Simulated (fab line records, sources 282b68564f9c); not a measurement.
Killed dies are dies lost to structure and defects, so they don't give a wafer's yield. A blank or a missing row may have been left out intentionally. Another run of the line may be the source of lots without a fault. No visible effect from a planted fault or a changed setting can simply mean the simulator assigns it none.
fab line records :: flow rit-cmos
record:
  lots: 14
  wafers: 42
  last-day: 7
route steps=202 shown NRETRO@58
lots that met no fault: from a run of the same line without faults
start-h: the number of hours between the record's first day and the start of the first shown wafer of the lot :: wait-h: time in hours since the lot's previous step :: " repeats the value in the row above :: L1.1+2: several wafers, shown together as one row :: - no value, or no start given :: * or withheld: withheld :: < > ~ a bound
route shown NAME@n: NAME is a module with steps in the file, n the number in the route of the first one :: usual: mean/standard deviation of fault-free wafers :: same: alike in all rows :: chamber/n: place in a boat :: sites: each site's reading :: _std_site: the standard deviation of these :: _edge_site: the outer-site mean with the inner-site mean subtracted :: radius-mm: how far each site lies from the wafer's centre :: mask NAME#n: copy n :: behind: the most recent tool/chamber to have shaped the wafer :: hold: what put the lot on hold/how long, in hours/how the hold closed :: device: the transistor (n, p or np) that didn't switch :: end of line: tests run on the same wafers once the route is complete :: a step given without rows: its recipe and nothing more :: killed: the dies lost at the first sort to structure and to defects; this is not the yield of the wafer :: map: per-die view of a wafer (x killed, . not killed, _ where there is no die)
set.NAME: the setting as run; set.NAME@STEP: as run at that earlier step :: model.NAME: the simulator's own value behind a step, which no gauge read
steps of the route over a sample of lots; a table a step, a row a wafer
services: a tool's chamber out of use, with start hour (start-h, from the record's first day; less than 0 if before it), hours out, and reason
== steps ==
step: RIT_NRETRO_DEVELOP_05
recipe:
  resist: NOVOLAK
  develop-time-s: 67.08
  dev-temp-c: 23
usual:
  chill-plate-temp-C: 23.01/0.12
  develop-time-s: 67.08/0
  developer-temp-C: 23.01/0.11
lot.wafer: L481.3
tool: litho-track-02
chamber: 0
start-h: 55
wait-h: -
chill-plate-temp-C: 22.81
develop-time-s: 67.08
developer-temp-C: 22.93

lot.wafer: L481.5
tool: litho-track-02
chamber: 0
start-h: 55
wait-h: -
chill-plate-temp-C: 23.00
develop-time-s: 67.08
developer-temp-C: 23.04

lot.wafer: L481.6
tool: litho-track-02
chamber: 0
start-h: 55
wait-h: -
chill-plate-temp-C: 23.03
develop-time-s: 67.08
developer-temp-C: 22.84

lot.wafer: L483.1
tool: litho-track-04
chamber: 0
start-h: 64
wait-h: -
chill-plate-temp-C: 23.01
develop-time-s: 67.08
developer-temp-C: 22.78

lot.wafer: L483.2
tool: litho-track-04
chamber: 0
start-h: 64
wait-h: -
chill-plate-temp-C: 22.78
develop-time-s: 67.08
developer-temp-C: 22.70

lot.wafer: L483.3
tool: litho-track-04
chamber: 0
start-h: 64
wait-h: -
chill-plate-temp-C: 22.82
develop-time-s: 67.08
developer-temp-C: 22.75

lot.wafer: L484.1
tool: litho-track-02
chamber: -
start-h: 73
wait-h: -
chill-plate-temp-C: -
develop-time-s: -
developer-temp-C: -

lot.wafer: L484.5
tool: litho-track-02
chamber: -
start-h: 73
wait-h: -
chill-plate-temp-C: -
develop-time-s: -
developer-temp-C: -

lot.wafer: L484.6
tool: litho-track-02
chamber: -
start-h: 73
wait-h: -
chill-plate-temp-C: -
develop-time-s: -
developer-temp-C: -

lot.wafer: L485.2
tool: litho-track-02
chamber: -
start-h: 76
wait-h: -
chill-plate-temp-C: -
develop-time-s: -
developer-temp-C: -

lot.wafer: L485.3
tool: litho-track-02
chamber: -
start-h: 76
wait-h: -
chill-plate-temp-C: -
develop-time-s: -
developer-temp-C: -

lot.wafer: L485.6
tool: litho-track-02
chamber: -
start-h: 76
wait-h: -
chill-plate-temp-C: -
develop-time-s: -
developer-temp-C: -

lot.wafer: L487.1
tool: litho-track-02
chamber: 0
start-h: 86
wait-h: -
chill-plate-temp-C: 23.24
develop-time-s: 67.08
developer-temp-C: 23.05

lot.wafer: L487.4
tool: litho-track-02
chamber: 0
start-h: 86
wait-h: -
chill-plate-temp-C: 23.04
develop-time-s: 67.08
developer-temp-C: 22.96

lot.wafer: L487.5
tool: litho-track-02
chamber: 0
start-h: 86
wait-h: -
chill-plate-temp-C: 23.25
develop-time-s: 67.08
developer-temp-C: 22.95

lot.wafer: L489.1
tool: litho-track-01
chamber: 0
start-h: 93
wait-h: -
chill-plate-temp-C: 22.95
develop-time-s: 67.08
developer-temp-C: 23.19

lot.wafer: L489.4
tool: litho-track-01
chamber: 0
start-h: 94
wait-h: -
chill-plate-temp-C: 23.00
develop-time-s: 67.08
developer-temp-C: 23.03

lot.wafer: L489.6
tool: litho-track-01
chamber: 0
start-h: 94
wait-h: -
chill-plate-temp-C: 23.10
develop-time-s: 67.08
developer-temp-C: 23.22

lot.wafer: L490.1
tool: litho-track-04
chamber: 0
start-h: 100
wait-h: -
chill-plate-temp-C: 22.94
develop-time-s: 67.08
developer-temp-C: 23.10

lot.wafer: L490.3
tool: litho-track-04
chamber: 0
start-h: 100
wait-h: -
chill-plate-temp-C: 22.85
develop-time-s: 67.08
developer-temp-C: 22.99

lot.wafer: L490.4
tool: litho-track-04
chamber: 0
start-h: 100
wait-h: -
chill-plate-temp-C: 23.10
develop-time-s: 67.08
developer-temp-C: 23.12

lot.wafer: L492.1
tool: litho-track-02
chamber: 0
start-h: 111
wait-h: -
chill-plate-temp-C: 23.02
develop-time-s: 67.08
developer-temp-C: 23.08

lot.wafer: L492.2
tool: litho-track-02
chamber: 0
start-h: 111
wait-h: -
chill-plate-temp-C: 22.95
develop-time-s: 67.08
developer-temp-C: 23.03

lot.wafer: L492.5
tool: litho-track-02
chamber: 0
start-h: 111
wait-h: -
chill-plate-temp-C: 22.89
develop-time-s: 67.08
developer-temp-C: 23.03

lot.wafer: L493.1
tool: litho-track-04
chamber: 0
start-h: 116
wait-h: -
chill-plate-temp-C: 23.06
develop-time-s: 67.08
developer-temp-C: 23.09

lot.wafer: L493.3
tool: litho-track-04
chamber: 0
start-h: 116
wait-h: -
chill-plate-temp-C: 23.00
develop-time-s: 67.08
developer-temp-C: 22.99

lot.wafer: L493.5
tool: litho-track-04
chamber: 0
start-h: 116
wait-h: -
chill-plate-temp-C: 23.10
develop-time-s: 67.08
developer-temp-C: 23.02

lot.wafer: L494.2
tool: litho-track-01
chamber: 0
start-h: 123
wait-h: -
chill-plate-temp-C: 22.99
develop-time-s: 67.08
developer-temp-C: 22.94

lot.wafer: L494.4
tool: litho-track-01
chamber: 0
start-h: 123
wait-h: -
chill-plate-temp-C: 23.07
develop-time-s: 67.08
developer-temp-C: 22.99

lot.wafer: L494.5
tool: litho-track-01
chamber: 0
start-h: 123
wait-h: -
chill-plate-temp-C: 23.03
develop-time-s: 67.08
developer-temp-C: 22.96

lot.wafer: L495.2
tool: litho-track-01
chamber: 0
start-h: 134
wait-h: -
chill-plate-temp-C: 22.96
develop-time-s: 67.08
developer-temp-C: 23.09

lot.wafer: L495.3
tool: litho-track-01
chamber: 0
start-h: 134
wait-h: -
chill-plate-temp-C: 23.14
develop-time-s: 67.08
developer-temp-C: 22.97

lot.wafer: L495.5
tool: litho-track-01
chamber: 0
start-h: 134
wait-h: -
chill-plate-temp-C: 22.85
develop-time-s: 67.08
developer-temp-C: 23.09

lot.wafer: L496.1
tool: litho-track-04
chamber: 0
start-h: 137
wait-h: -
chill-plate-temp-C: 23.17
develop-time-s: 67.08
developer-temp-C: 22.96

lot.wafer: L496.4
tool: litho-track-04
chamber: 0
start-h: 137
wait-h: -
chill-plate-temp-C: 23.30
develop-time-s: 67.08
developer-temp-C: 22.98

lot.wafer: L496.5
tool: litho-track-04
chamber: 0
start-h: 137
wait-h: -
chill-plate-temp-C: 23.24
develop-time-s: 67.08
developer-temp-C: 22.92

lot.wafer: L497.2
tool: litho-track-02
chamber: 0
start-h: 139
wait-h: -
chill-plate-temp-C: 23.04
develop-time-s: 67.08
developer-temp-C: 22.90

lot.wafer: L497.3
tool: litho-track-02
chamber: 0
start-h: 139
wait-h: -
chill-plate-temp-C: 23.02
develop-time-s: 67.08
developer-temp-C: 22.95

lot.wafer: L497.4
tool: litho-track-02
chamber: 0
start-h: 139
wait-h: -
chill-plate-temp-C: 23.08
develop-time-s: 67.08
developer-temp-C: 23.11

lot.wafer: L499.1
tool: litho-track-01
chamber: 0
start-h: 148
wait-h: -
chill-plate-temp-C: 22.75
develop-time-s: 67.08
developer-temp-C: 22.84

lot.wafer: L499.2
tool: litho-track-01
chamber: 0
start-h: 148
wait-h: -
chill-plate-temp-C: 23.05
develop-time-s: 67.08
developer-temp-C: 23.09

lot.wafer: L499.6
tool: litho-track-01
chamber: 0
start-h: 148
wait-h: -
chill-plate-temp-C: 22.97
develop-time-s: 67.08
developer-temp-C: 23.08
== services ==
tool: litho-track-01
chamber: -
start-h: 55.49
hours: -
kind: consumable-replace:filter
== key ==
first-sign:
  step: RIT_NRETRO_DEVELOP_05
  reading: tool-record
  direction: missing
effect none on later readings
met-at RIT_NRETRO_DEVELOP_05
struck-lots L484,L485
sort-left-out L484.1,L484.5,L484.6,L485.2,L485.3,L485.6
tester-left-out L484,L485
onset-between 55 73
fault:
  kind: skipped-step-whole
  tool: litho-track-02
  chamber: -
  onset-h: 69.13
  steps: RIT_NRETRO_DEVELOP_05
  scope: struck-lots-only
tester-left-out: of these lots the tester's yield and bins aren't shown, on N5 and GAA mostly nor the transistor test; their killed dies are dies lost to structure and defects alone, not to doping, threshold or leakage, so they don't give the yield
sort-left-out: the simulated sort isn't trusted on such a fault, so these wafers' sort isn't shown, and their yield isn't known
